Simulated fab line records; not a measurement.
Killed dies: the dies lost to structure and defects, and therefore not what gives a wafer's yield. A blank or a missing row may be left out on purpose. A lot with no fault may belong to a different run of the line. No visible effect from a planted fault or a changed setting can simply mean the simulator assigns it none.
Chamber matching | flow berkeley cmos170 | 3 sister chambers for UCB170_V2_CVD_00 on pecvd-02
The step deposits SiO2 from TEOS/O2, target thk 2000 nm, time 250 s. 16 wafers are shown with their chamber, then 8 later ones without.

WAFERS PAIRED WITH THEIR CHAMBERS
wafer  | chamber | heater power w (W)
L294.2 | 2       | 308
L294.3 | 0       | 212
L294.6 | 2       | 355
L296.4 | 1       | 301
L296.5 | 2       | 346
L296.6 | 0       | 143
L297.3 | 0       | 204
L297.4 | 0       | 141
L297.5 | 1       | 212
L300.3 | 1       | 302
L300.4 | 1       | 214
L300.5 | 0       | 144
L310.3 | 2       | 351
L310.4 | 2       | 258
L310.5 | 0       | 208
L311.3 | 1       | 215

SIGNATURES (means of the wafers above)
reading        | chamber 0 | chamber 1 | chamber 2 | scatter within a chamber
heater power w | 175.33    | 248.80    | 323.60    | 41.6
Rule: a wafer's distance from a chamber is the root of the sum, over the readings, of the square of ((its reading less the chamber's mean) divided by the reading's scatter). If the next closest chamber is less than 2 further off than the closest, the wafer can't be placed; otherwise it belongs to the closest. The scatter: the root of (the sum of the squares of (reading less its chamber's mean) over the shown wafers, divided by (wafers less chambers)).

WAFERS MISSING THEIR CHAMBER
wafer  | heater power w (W)
L311.4 | 286
L311.5 | 216
L314.2 | 306
L314.4 | 214
L314.5 | 217
L315.2 | 215
L315.4 | 269
L315.6 | 213

THE CHAMBER EACH PASSED THROUGH
wafer  | from the rows above          | in truth
L311.4 | can't be placed: 1 or 2 or 0 | 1
L311.5 | can't be placed: 1 or 0 or 2 | 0
L314.2 | can't be placed: 2 or 1      | 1
L314.4 | can't be placed: 1 or 0 or 2 | 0
L314.5 | can't be placed: 1 or 0 or 2 | 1
L315.2 | can't be placed: 1 or 0 or 2 | 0
L315.4 | can't be placed: 1 or 2 or 0 | 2
L315.6 | can't be placed: 1 or 0 or 2 | 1
Correct placement for 0 of the 8. From these rows, 8 cannot be placed; in 8 the true chamber is one of the candidates. Number placed wrongly: 0.
